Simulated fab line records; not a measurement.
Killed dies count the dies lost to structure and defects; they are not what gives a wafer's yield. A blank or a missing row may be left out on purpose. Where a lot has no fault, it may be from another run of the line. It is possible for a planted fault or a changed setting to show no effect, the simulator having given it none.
Chamber matching / flow berkeley_cmos170 / rie_si-01 running UCB170_GATE_ETCH_15: 4 sister chambers
The step etches poly-Si in HBr/Cl2, stops on SiO2, time 56.3 s, target depth 278.2 nm. 8 wafers are shown with their chamber, then 10 later ones without.

EACH WAFER AND ITS CHAMBER
wafer=L811.3; chamber=2; drypump_motor_current_A (A)=6.3; throttle_valve_pct (%)=26.70
wafer=L811.4; chamber=0; drypump_motor_current_A (A)=5.4; throttle_valve_pct (%)=26.62
wafer=L813.4; chamber=2; drypump_motor_current_A (A)=6.3; throttle_valve_pct (%)=26.69
wafer=L814.2; chamber=1; drypump_motor_current_A (A)=6.1; throttle_valve_pct (%)=26.18
wafer=L814.3; chamber=3; drypump_motor_current_A (A)=5.2; throttle_valve_pct (%)=27.00
wafer=L814.4; chamber=1; drypump_motor_current_A (A)=6.1; throttle_valve_pct (%)=26.19
wafer=L818.1; chamber=0; drypump_motor_current_A (A)=5.4; throttle_valve_pct (%)=26.62
wafer=L818.2; chamber=3; drypump_motor_current_A (A)=5.1; throttle_valve_pct (%)=26.99

WAFERS WHOSE CHAMBER IS MISSING
wafer=L818.6; drypump_motor_current_A (A)=6.3; throttle_valve_pct (%)=26.70
wafer=L823.2; drypump_motor_current_A (A)=5.1; throttle_valve_pct (%)=26.99
wafer=L823.5; drypump_motor_current_A (A)=6.3; throttle_valve_pct (%)=26.69
wafer=L823.6; drypump_motor_current_A (A)=6.1; throttle_valve_pct (%)=26.18
wafer=L824.2; drypump_motor_current_A (A)=6.1; throttle_valve_pct (%)=26.17
wafer=L824.3; drypump_motor_current_A (A)=5.1; throttle_valve_pct (%)=27.01
wafer=L824.5; drypump_motor_current_A (A)=5.2; throttle_valve_pct (%)=26.98
wafer=L825.1; drypump_motor_current_A (A)=6.1; throttle_valve_pct (%)=26.16
wafer=L825.2; drypump_motor_current_A (A)=5.4; throttle_valve_pct (%)=26.62
wafer=L825.6; drypump_motor_current_A (A)=5.1; throttle_valve_pct (%)=26.99

WHICH CHAMBER EACH ONE RAN IN
wafer=L818.6; from the rows above=2; in truth=2
wafer=L823.2; from the rows above=3; in truth=3
wafer=L823.5; from the rows above=2; in truth=2
wafer=L823.6; from the rows above=1; in truth=1
wafer=L824.2; from the rows above=1; in truth=1
wafer=L824.3; from the rows above=3; in truth=3
wafer=L824.5; from the rows above=3; in truth=3
wafer=L825.1; from the rows above=1; in truth=1
wafer=L825.2; from the rows above=0; in truth=0
wafer=L825.6; from the rows above=3; in truth=3
Correct placement for 10 of the 10. Number that these rows cannot place: 0. 0 placed wrongly.
How it was worked out, from the rows above alone: a wafer's distance from a chamber is the root of the sum, over the readings, of the square of ((its reading less the chamber's mean) divided by the reading's scatter). The wafer belongs to the nearest chamber; if the next one is less than 2 further off, it can't be placed. Each chamber's mean is taken over the wafers shown for it. The scatter is the square root of a quotient: the sum, over the shown wafers, of each reading's squared deviation from its chamber's mean, divided by wafers minus chambers.
